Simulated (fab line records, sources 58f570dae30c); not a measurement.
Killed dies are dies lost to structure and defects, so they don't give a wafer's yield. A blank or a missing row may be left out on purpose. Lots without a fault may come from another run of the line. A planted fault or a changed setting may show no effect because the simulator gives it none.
A struck lot beside a sound one | flow berkeley_cmos170 | 15 steps out of a route of 331
Sound: wafers L204.1, L204.4, L204.6. Struck: wafers L217.1, L217.3, L217.5. The cause comes at the end.
At each step with rows: each side's tool, then ch and its chambers, then its first start. Under that, the readings that differ: sound wafers | struck wafers | difference of the means | sigmas: that difference in standard deviations of wafers without a fault.
alike: readings whose means differ by less than 2 such deviations, and words and numbers that are the same on both sides. not compared: withheld readings, readings that some wafer has no value for, bounds like >300 that may hide the same value, and numbers for which the record gives no deviation and whose values overlap.
The two part at a step that has a row with sigmas, a row that says differs or no value, or rows on one side only. Numbers that don't overlap but have no deviation are shown without sigmas and don't part them. A reading that every wafer of one side lacks parts them only if that side has two wafers or more.

first, 3 steps without rows for these wafers: UCB170_NLDD_COAT_01 (resist thk 900 nm); UCB170_NLDD_SOFTBAKE_02 (time 60 s); UCB170_NLDD_EXPOSE_03 (exposes mask NSELECT, target cd 1200 nm).
UCB170_NLDD_PEB_04:
  sound on litho_track-04 ch 0, day 8 17:19; struck on litho_track-04 ch 0, day 12 04:55
  alike: heater_power_total_W, plate_sensor_t_centre_C, plate_sensor_t_edge_C
then, 1 step without rows for these wafers: UCB170_NLDD_DEVELOP_05 (develop time 45 s).
UCB170_NLDD_CD_MEAS_06: target cd 1200 nm.
  sound on cd_sem-01, day 8 17:36; struck on cd_sem-02, day 12 05:14
  alike: cd_nm
UCB170_NLDD_OVL_MEAS_07:
  sound on overlay-02, day 8 17:43; struck on overlay-02, day 12 05:21
  alike: NLDD_OVL
then, 2 steps without rows for these wafers: UCB170_NLDD_IMPLANT_08; UCB170_NLDD_IMPLANT_09.
UCB170_NLDD_STRIP_10: strips in O2.
  sound on plasma_asher-01 ch 0,1, day 8 18:03; struck on plasma_asher-04 ch 0,1, day 12 05:41
  alike: drypump_motor_current_A, oes_product_au, strip_time_to_endpoint_s
  not compared: rf_hours_counter_h
UCB170_NLDD_TW_MEAS_11:
  sound on film_metro-03, day 8 18:09; struck on film_metro-04, day 12 05:47
  alike: NLDD_TW
then, 1 step without rows for these wafers: UCB170_NLDD_CLEAN_12 (cleans in SPM, time 600 s).
UCB170_SPACER_CVD_00: deposits SiO2 from TEOS/O2, target thk 376 nm, time 47 s.
  sound on pecvd-04 ch 0,1,2, day 8 18:24; struck on pecvd-01 ch 0,1,2, day 12 06:05
  no value came back on the struck wafers for heater_power_w (W), pressure_mtorr (mTorr); on the sound wafers heater_power_w (W) reads 327 158 331
then, 1 step without rows for these wafers: UCB170_SPACER_ANNEAL_02 (time 1800 s).
UCB170_M3_PROBE_99:
  the record has rows for the struck wafers here (prober-01, day 13 14:10) and none for the sound ones

WHERE THEY PART
First at UCB170_SPACER_CVD_00; last, within this record, at UCB170_M3_PROBE_99.

WHY: what the simulator had put in
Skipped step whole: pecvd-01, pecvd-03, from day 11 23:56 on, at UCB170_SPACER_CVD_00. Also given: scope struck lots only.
